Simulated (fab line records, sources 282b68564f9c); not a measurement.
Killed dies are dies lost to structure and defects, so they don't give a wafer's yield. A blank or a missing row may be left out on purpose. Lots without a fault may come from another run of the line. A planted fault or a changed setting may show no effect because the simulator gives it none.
fab line records | flow rit_cmos
record lots=14 wafers=42 last_day=7
route steps=202 shown ACTIVE@8 FOX2@27 NRETRO@59 M1@202
lots that met no fault: from a run of the same line without faults
start_h: hours from the record's first day to the start of the lot's first wafer shown | wait_h: hours since the lot's step before | " the same as in the row above | L1.1+2: a row that stands for several wafers | - no value, or no start given | * or withheld: withheld | < > ~ a bound
route shown NAME@n: a module of which the file shows steps, and the number in the route of the first | usual: mean/standard deviation of fault-free wafers | same: alike in all rows | chamber/n: place in a boat | sites: the reading at each site | _std_site: their standard deviation | _edge_site: outer sites' mean less inner sites' | radius_mm: how far each site lies from the wafer's centre | mask NAME#n: copy n | behind: the tool/chamber that last shaped the wafer | hold: why the lot was held/for how many hours/how that ended | device: the transistor (n, p or np) that didn't switch | end of line: the same wafers' tests at the end of the route | a step without rows: its recipe alone | killed: dies lost to structure and defects at the first sort, not the wafer's yield | map: a wafer's dies, x killed, . not, _ none there
set.NAME: the setting as run; set.NAME@STEP: as run at that earlier step | model.NAME: the simulator's own value behind a step, which no gauge read
steps of the route over a sample of lots; a table a step, a row a wafer
## steps
# step RIT_ACTIVE_SOFTBAKE_07
# recipe resist=NOVOLAK temp_c=90 time_s=60
# usual heater_power_total_W=34.56/0.048 plate_temp_C=90.02/0.12
# columns lot.wafer tool chamber start_h wait_h heater_power_total_W plate_temp_C
L995.3 litho_track-02 0 13.94 0.1 34.46 89.86
L995.4 " 0 " " 34.62 89.98
L995.5 " 0 " " 34.50 89.84
L996.1 litho_track-04 0 18.89 0.1 34.53 90.15
L996.5 " 0 " " 34.55 89.97
L996.6 " 0 " " 34.59 90.02
L997.1 litho_track-01 0 25.66 0.1 34.54 89.89
L997.4 " 0 " " 34.63 90.04
L997.5 " 0 " " 34.50 90.08
L998.1 litho_track-04 0 29.60 0.1 34.55 90.23
L998.2 " 0 " " 34.48 89.98
L998.5 " 0 " " 34.55 89.87
L999.2 litho_track-02 0 33.91 0.1 34.53 89.92
L999.5 " 0 " " 34.46 90.09
L999.6 " 0 " " 34.59 89.89
L100.1 litho_track-01 0 38.89 0.1 34.63 89.97
L100.2 " 0 " " 34.47 89.90
L100.4 " 0 " " 34.47 89.81
L105.1 litho_track-01 0 63.89 0.1 35.57 91.85
L105.2 " 0 " " 35.52 91.75
L105.4 " 0 " " 35.58 91.69
L106.2 litho_track-01 0 68.92 0.1 35.56 91.83
L106.5 " 0 " " 35.48 91.81
L106.6 " 0 " " 35.54 91.87
L109.4 litho_track-02 0 84.11 0.1 34.53 89.99
L109.5 " 0 " " 34.66 90.30
L109.6 " 0 " " 34.54 89.99
L110.1 litho_track-04 0 88.89 0.1 34.50 90.16
L110.4 " 0 " " 34.62 90.14
L110.6 " 0 " " 34.49 90.14
L112.2 litho_track-02 0 98.92 0.1 34.49 89.98
L112.3 " 0 " " 34.61 89.94
L112.5 " 0 " " 34.53 89.91
L114.1 litho_track-02 0 108.89 0.1 34.49 90.07
L114.4 " 0 " " 34.61 90.20
L114.6 " 0 " " 34.58 90.06
L116.1 litho_track-04 0 119.49 0.1 34.56 90.01
L116.5 " 0 " " 34.51 90.15
L116.6 " 0 " " 34.62 90.09
L118.4 litho_track-04 0 128.97 0.1 34.57 89.91
L118.5 " 0 " " 34.51 90.07
L118.6 " 0 " " 34.50 89.92
# step RIT_ACTIVE_CD_MEAS_90
# recipe target_cd_nm=1400
# usual cd_nm=1400.4/2.3
# columns lot.wafer tool chamber start_h wait_h cd_nm
L995.3 cd_sem-02 - 15.36 0.1 1402.4
L995.4 " - " " 1399.8
L995.5 " - " " 1399.4
L996.1 cd_sem-01 - 20.02 0.1 1396.2
L996.5 " - " " 1396.3
L996.6 " - " " 1397.0
L997.1 cd_sem-01 - 26.95 0.1 1400.7
L997.4 " - " " 1401.7
L997.5 " - " " 1400.8
L998.1 cd_sem-01 - 30.85 0.1 1394.9
L998.2 " - " " 1397.1
L998.5 " - " " 1397.2
L999.2 cd_sem-02 - 35.20 0.1 1401.8
L999.5 " - " " 1401.7
L999.6 " - " " 1399.1
L100.1 cd_sem-02 - 40.02 0.1 1400.8
L100.2 " - " " 1398.3
L100.4 " - " " 1399.0
L105.1 cd_sem-01 - 65.14 0.1 1399.1
L105.2 " - " " 1400.4
L105.4 " - " " 1400.3
L106.2 cd_sem-01 - 70.04 0.1 1399.4
L106.5 " - " " 1401.6
L106.6 " - " " 1401.6
L109.4 cd_sem-02 - 85.41 0.2 1399.4
L109.5 " - " " 1400.3
L109.6 " - " " 1401.1
L110.1 cd_sem-02 - 90.14 0.1 1402.3
L110.4 " - " " 1404.2
L110.6 " - " " 1404.7
L112.2 cd_sem-02 - 100.04 0.1 1400.8
L112.3 " - " " 1401.0
L112.5 " - " " 1400.8
L114.1 cd_sem-02 - 110.14 0.1 1404.2
L114.4 " - " " 1402.2
L114.6 " - " " 1403.3
L116.1 cd_sem-02 - 120.63 0.1 1401.9
L116.5 " - " " 1399.6
L116.6 " - " " 1399.8
L118.4 cd_sem-02 - 130.24 0.1 1398.3
L118.5 " - " " 1396.4
L118.6 " - " " 1400.6
# step RIT_FOX2_THK_MEAS_90
# recipe reads=SiO2_of_FOX2_OXIDATION_00
# usual FIELD_OXIDE_LEFT_1_THK=321/6.2
# columns lot.wafer tool chamber start_h wait_h FIELD_OXIDE_LEFT_1_THK[nm]
L995.3 film_metro-03 - 19.51 0.0 311
L995.4 " - " " 310
L995.5 " - " " 309
L996.1 film_metro-02 - 24.24 0.0 330
L996.5 " - " " 326
L996.6 " - " " 328
L997.1 film_metro-02 - 31.19 0.0 315
L997.4 " - " " 326
L997.5 " - " " 317
L998.1 film_metro-03 - 35.88 0.0 319
L998.2 " - " " 326
L998.5 " - " " 325
L999.2 film_metro-02 - 40.98 0.0 318
L999.5 " - " " 317
L999.6 " - " " 319
L100.1 film_metro-02 - 44.75 0.0 317
L100.2 " - " " 321
L100.4 " - " " 321
L105.1 film_metro-02 - 69.46 0.0 321
L105.2 " - " " 318
L105.4 " - " " 314
L106.2 film_metro-01 - 74.41 0.0 320
L106.5 " - " " 323
L106.6 " - " " 314
L109.4 film_metro-01 - 91.92 0.0 325
L109.5 " - " " 322
L109.6 " - " " 326
L110.1 film_metro-03 - 94.78 0.0 319
L110.4 " - " " 329
L110.6 " - " " 330
L112.2 film_metro-03 - 104.23 0.0 323
L112.3 " - " " 322
L112.5 " - " " 332
L114.1 film_metro-03 - 115.36 0.0 326
L114.4 " - " " 321
L114.6 " - " " 325
L116.1 film_metro-02 - 126.64 0.0 325
L116.5 " - " " 328
L116.6 " - " " 333
L118.4 film_metro-01 - 135.34 0.0 316
L118.5 " - " " 312
L118.6 " - " " 315
# step RIT_NRETRO_OVL_MEAS_06
# usual NRETRO_OVL=0.7/1.2
# columns lot.wafer tool chamber start_h wait_h NRETRO_OVL[nm]
L995.3 overlay-02 - 29.71 - -1.0
L995.4 " - " " -1.7
L995.5 " - " " -0.6
L996.1 overlay-01 - 33.80 - 1.4
L996.5 " - " " 2.6
L996.6 " - " " 1.8
L997.1 overlay-02 - 40.93 - 1.5
L997.4 " - " " 0.8
L997.5 " - " " 0.6
L998.1 overlay-02 - 46.21 - -0.2
L998.2 " - " " -0.5
L998.5 " - " " -0.3
L999.2 overlay-01 - 50.65 - 1.0
L999.5 " - " " 0.4
L999.6 " - " " 0.2
L100.1 overlay-01 - 54.87 - 0.0
L100.2 " - " " 0.6
L100.4 " - " " 0.3
L105.1 overlay-01 - 79.00 - 0.6
L105.2 " - " " -0.4
L105.4 " - " " 0.4
L106.2 overlay-01 - 84.07 - 1.0
L106.5 " - " " 0.0
L106.6 " - " " 0.1
L109.4 overlay-01 - 101.75 - 0.4
L109.5 " - " " 1.9
L109.6 " - " " 2.0
L110.1 overlay-02 - 104.61 - 0.1
L110.4 " - " " 0.8
L110.6 " - " " 1.6
L112.2 overlay-02 - 113.94 - 2.9
L112.3 " - " " 2.6
L112.5 " - " " 2.8
L114.1 overlay-01 - 124.91 - 1.6
L114.4 " - " " 2.1
L114.6 " - " " 0.2
L116.1 overlay-02 - 136.30 - 0.7
L116.5 " - " " 2.1
L116.6 " - " " 1.2
L118.4 overlay-01 - 145.30 - -1.2
L118.5 " - " " 1.6
L118.6 " - " " -0.1
# step RIT_M1_PROBE_99
# usual killed_at_M0_to_M3=0.0/0.22 killed_at_contacts=0.0/0.18 killed_at_front_end=7/3.1 killed_dies=7/3.1 killed_open=3.2/2.1 killed_short=3.4/2
# same gross_dies=264 killed_at_M4_up=0 killed_at_back_side=0 killed_at_other=0
# columns lot.wafer tool chamber start_h wait_h killed_at_M0_to_M3 killed_at_contacts killed_at_front_end killed_dies killed_open killed_short
L995.3 prober-02 - 57.06 0.2 0 0 10 10 5 5
L995.4 prober-02 - 57.11 0.2 1 0 12 13 6 7
L995.5 prober-02 - 57.16 0.2 0 0 6 6 4 2
L996.1 prober-01 - 62.81 0.1 0 0 6 6 2 4
L996.5 prober-01 - 63.01 0.2 0 0 4 4 2 2
L996.6 prober-01 - 63.06 0.2 0 0 6 6 4 2
L997.1 prober-02 - 68.26 0.1 0 0 7 7 4 3
L997.4 prober-02 - 68.41 0.2 0 0 13 13 5 8
L997.5 prober-02 - 68.46 0.2 0 0 6 6 2 4
L998.1 prober-01 - 73.48 0.1 0 0 8 8 4 4
L998.2 prober-01 - 73.53 0.1 0 0 8 8 4 4
L998.5 prober-01 - 73.68 0.2 0 0 8 8 2 6
L999.2 prober-02 - 78.14 0.1 0 0 9 9 1 8
L999.5 prober-02 - 78.29 0.2 0 0 7 7 5 2
L999.6 prober-02 - 78.34 0.2 0 0 6 6 3 3
L100.1 prober-01 - 84.57 0.1 0 0 7 7 3 4
L100.2 prober-01 - 84.62 0.1 0 0 7 7 1 6
L100.4 prober-01 - 84.72 0.2 0 0 6 6 1 5
L105.1 prober-02 - 108.67 0.1 0 0 11 11 8 3
L105.2 prober-02 - 108.72 0.1 0 0 4 4 0 4
L105.4 prober-02 - 108.82 0.2 0 0 13 13 7 6
L106.2 prober-01 - 113.76 0.1 0 0 7 7 5 2
L106.5 prober-01 - 113.91 0.2 0 0 5 5 1 4
L106.6 prober-01 - 113.96 0.2 0 0 4 4 4 0
L109.4 prober-01 - 129.50 0.2 0 0 6 6 4 2
L109.5 prober-01 - 129.55 0.2 0 0 7 7 5 2
L109.6 prober-01 - 129.60 0.2 0 0 8 8 4 4
L110.1 prober-01 - 133.18 0.1 0 0 10 10 3 7
L110.4 prober-01 - 133.33 0.2 0 0 6 6 3 3
L110.6 prober-01 - 133.43 0.2 0 0 4 4 4 0
L112.2 prober-02 - 142.02 0.1 0 0 11 11 3 8
L112.3 prober-02 - 142.07 0.2 0 0 3 3 1 2
L112.5 prober-02 - 142.17 0.2 0 0 1 1 1 0
L114.1 prober-02 - 153.47 0.1 0 0 5 5 2 3
L114.4 prober-02 - 153.62 0.2 0 0 4 4 2 2
L114.6 prober-02 - 153.72 0.2 0 0 12 12 9 3
L116.1 prober-02 - 163.87 0.1 1 0 8 9 5 4
L116.5 prober-02 - 164.07 0.2 1 0 4 5 3 2
L116.6 prober-02 - 164.12 0.2 0 0 8 8 6 2
L118.4 prober-02 - 173.17 0.2 0 0 4 4 1 3
L118.5 prober-02 - 173.22 0.2 0 0 6 6 1 5
L118.6 prober-02 - 173.27 0.2 0 1 4 5 0 5
# killed by level:class
L995.3 FOX1:geometric_particle:open=2 REOX:geometric_particle:short=2 SILICIDE:geometric_particle:open=2 FOX1:geometric_particle:short=1 GATE:geometric_particle:short=1 SILICIDE:geometric_particle:short=1 REOX:geometric_particle:open=1
L995.4 REOX:geometric_particle:short=4 REOX:geometric_particle:open=3 GATE:geometric_particle:open=2 SILICIDE:geometric_particle:short=2 SPACER:geometric_particle:open=1 M1:geometric_particle:short=1
L995.5 GATE:geometric_particle:open=3 FOX2:geometric_particle:short=1 GATE:geometric_particle:short=1 REOX:geometric_particle:open=1
L996.1 FOX1:geometric_particle:open=2 GATE:geometric_particle:short=2 FOX1:geometric_particle:short=1 FOX2:geometric_particle:short=1
L996.5 FOX1:geometric_particle:open=2 SPACER:geometric_particle:short=2
L996.6 SPACER:geometric_particle:open=3 ACTIVE:geometric_particle:short=1 GATE:geometric_particle:open=1 GATE:geometric_particle:short=1
L997.1 GATE:geometric_particle:short=3 GATE:geometric_particle:open=2 REOX:geometric_particle:open=1 SILICIDE:geometric_particle:open=1
L997.4 GATE:geometric_particle:short=4 GATE:geometric_particle:open=3 REOX:geometric_particle:open=2 FOX1:geometric_particle:short=1 FOX2:geometric_particle:short=1 REOX:geometric_particle:short=1 SPACER:geometric_particle:short=1
L997.5 REOX:geometric_particle:open=2 FOX1:geometric_particle:short=1 FOX2:geometric_particle:short=1 GATE:geometric_particle:short=1 REOX:geometric_particle:short=1
L998.1 GATE:geometric_particle:short=3 GATE:geometric_particle:open=2 REOX:geometric_particle:open=2 REOX:geometric_particle:short=1
L998.2 GATE:geometric_particle:open=3 SILICIDE:geometric_particle:short=3 GATE:geometric_particle:short=1 REOX:geometric_particle:open=1
L998.5 GATE:geometric_particle:short=3 ACTIVE:geometric_particle:short=1 FOX1:geometric_particle:open=1 REOX:geometric_particle:open=1 REOX:geometric_particle:short=1 SILICIDE:geometric_particle:short=1
L999.2 GATE:geometric_particle:short=4 FOX1:geometric_particle:short=2 FOX1:geometric_particle:open=1 FOX2:geometric_particle:short=1 SPACER:geometric_particle:short=1
L999.5 SILICIDE:geometric_particle:open=2 FOX1:geometric_particle:open=1 GATE:geometric_particle:short=1 GATE:geometric_particle:open=1 REOX:geometric_particle:open=1 SPACER:geometric_particle:short=1
L999.6 FOX1:geometric_particle:short=2 GATE:geometric_particle:open=2 FOX1:geometric_particle:open=1 GATE:geometric_particle:short=1
L100.1 REOX:geometric_particle:short=3 FOX2:geometric_particle:open=1 GATE:geometric_particle:open=1 GATE:geometric_particle:short=1 REOX:geometric_particle:open=1
L100.2 SPACER:geometric_particle:short=3 FOX1:geometric_particle:short=1 FOX1:geometric_particle:open=1 FOX2:geometric_particle:short=1 SILICIDE:geometric_particle:short=1
L100.4 FOX2:geometric_particle:short=2 GATE:geometric_particle:short=2 FOX2:geometric_particle:open=1 SILICIDE:geometric_particle:short=1
L105.1 SPACER:geometric_particle:open=3 GATE:geometric_particle:open=2 FOX1:geometric_particle:short=1 FOX1:geometric_particle:open=1 FOX2:geometric_particle:open=1 GATE:geometric_particle:short=1 REOX:geometric_particle:short=1 SILICIDE:geometric_particle:open=1
L105.2 FOX1:geometric_particle:short=2 SPACER:geometric_particle:short=2
L105.4 SILICIDE:geometric_particle:open=3 GATE:geometric_particle:open=2 GATE:geometric_particle:short=2 REOX:geometric_particle:short=2 SILICIDE:geometric_particle:short=2 FOX2:geometric_particle:open=1 SPACER:geometric_particle:open=1
L106.2 GATE:geometric_particle:open=2 SPACER:geometric_particle:open=2 REOX:geometric_particle:open=1 REOX:geometric_particle:short=1 SPACER:geometric_particle:short=1
L106.5 GATE:geometric_particle:short=2 SPACER:geometric_particle:short=2 SILICIDE:geometric_particle:open=1
L106.6 GATE:geometric_particle:open=2 FOX2:geometric_particle:open=1 REOX:geometric_particle:open=1
L109.4 GATE:geometric_particle:open=2 FOX1:geometric_particle:open=1 REOX:geometric_particle:short=1 SILICIDE:geometric_particle:short=1 SILICIDE:geometric_particle:open=1
L109.5 FOX1:geometric_particle:short=2 REOX:geometric_particle:open=2 FOX1:geometric_particle:open=1 GATE:geometric_particle:open=1 SILICIDE:geometric_particle:open=1
L109.6 FOX1:geometric_particle:open=2 GATE:geometric_particle:short=2 REOX:geometric_particle:short=2 GATE:geometric_particle:open=1 SPACER:geometric_particle:open=1
L110.1 GATE:geometric_particle:short=3 GATE:geometric_particle:open=2 ACTIVE:geometric_particle:short=1 FOX1:geometric_particle:short=1 FOX2:geometric_particle:open=1 REOX:geometric_particle:short=1 SPACER:geometric_particle:short=1
L110.4 FOX1:geometric_particle:short=2 FOX2:geometric_particle:open=1 GATE:geometric_particle:open=1 GATE:geometric_particle:short=1 REOX:geometric_particle:open=1
L110.6 REOX:geometric_particle:open=2 FOX1:geometric_particle:open=1 SPACER:geometric_particle:open=1
L112.2 GATE:geometric_particle:short=3 SPACER:geometric_particle:short=3 FOX1:geometric_particle:short=2 GATE:geometric_particle:open=2 SPACER:geometric_particle:open=1
L112.3 FOX1:geometric_particle:open=1 GATE:geometric_particle:short=1 REOX:geometric_particle:short=1
L112.5 GATE:geometric_particle:open=1
L114.1 SPACER:geometric_particle:short=2 GATE:geometric_particle:open=1 GATE:geometric_particle:short=1 SPACER:geometric_particle:open=1
L114.4 SILICIDE:geometric_particle:open=2 FOX2:geometric_particle:short=1 GATE:geometric_particle:short=1
L114.6 SPACER:geometric_particle:open=4 GATE:geometric_particle:open=3 FOX1:geometric_particle:short=1 FOX1:geometric_particle:open=1 FOX2:geometric_particle:open=1 GATE:geometric_particle:short=1 SPACER:geometric_particle:short=1
L116.1 REOX:geometric_particle:open=2 SILICIDE:geometric_particle:short=2 FOX2:geometric_particle:open=1 GATE:geometric_particle:short=1 REOX:geometric_particle:short=1 SILICIDE:geometric_particle:open=1 M1:geometric_particle:open=1
L116.5 REOX:geometric_particle:open=2 SILICIDE:geometric_particle:open=1 SILICIDE:geometric_particle:short=1 M1:geometric_particle:short=1
L116.6 SILICIDE:geometric_particle:open=2 FOX1:geometric_particle:open=1 FOX2:geometric_particle:open=1 GATE:geometric_particle:open=1 SPACER:geometric_particle:open=1 SPACER:geometric_particle:short=1 SILICIDE:geometric_particle:short=1
L118.4 SILICIDE:geometric_particle:short=2 REOX:geometric_particle:open=1 SPACER:geometric_particle:short=1
L118.5 GATE:geometric_particle:short=3 GATE:geometric_particle:open=1 REOX:geometric_particle:short=1 SPACER:geometric_particle:short=1
L118.6 FOX2:geometric_particle:short=1 GATE:geometric_particle:short=1 REOX:geometric_particle:short=1 SPACER:geometric_particle:short=1 CONTACT:geometric_particle:short=1
## key
first_sign step=RIT_ACTIVE_SOFTBAKE_07 reading=heater_power_total_W direction=up sigmas=21 usual=34.56 struck=35.54
effect step=RIT_ACTIVE_SOFTBAKE_07 reading=plate_temp_C direction=up sigmas=15 usual=* struck=*
met_at RIT_ACTIVE_SOFTBAKE_07
struck_lots L105,L106
tester_left_out L105,L106
loop_trim step=RIT_ACTIVE_EXPOSE_08 setting=dose lots=L106
not_acting_at RIT_ACTIVE_CD_MEAS_90,RIT_FOX2_THK_MEAS_90,RIT_NRETRO_OVL_MEAS_06
onset_between 38.89 63.89
fault kind=process_parameter_drift tool=litho_track-01 chamber=- onset_h=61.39 steps=RIT_ACTIVE_SOFTBAKE_07 channel=temp_c offset=* shape=step end_h=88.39 acts_in=* stated=*
# tester_left_out: of these lots the tester's yield and bins aren't shown, on N5 and GAA mostly nor the transistor test; their killed dies are dies lost to structure and defects alone, not to doping, threshold or leakage, so they don't give the yield
# loop_trim: a control loop set the setting to another value than it would have without faults
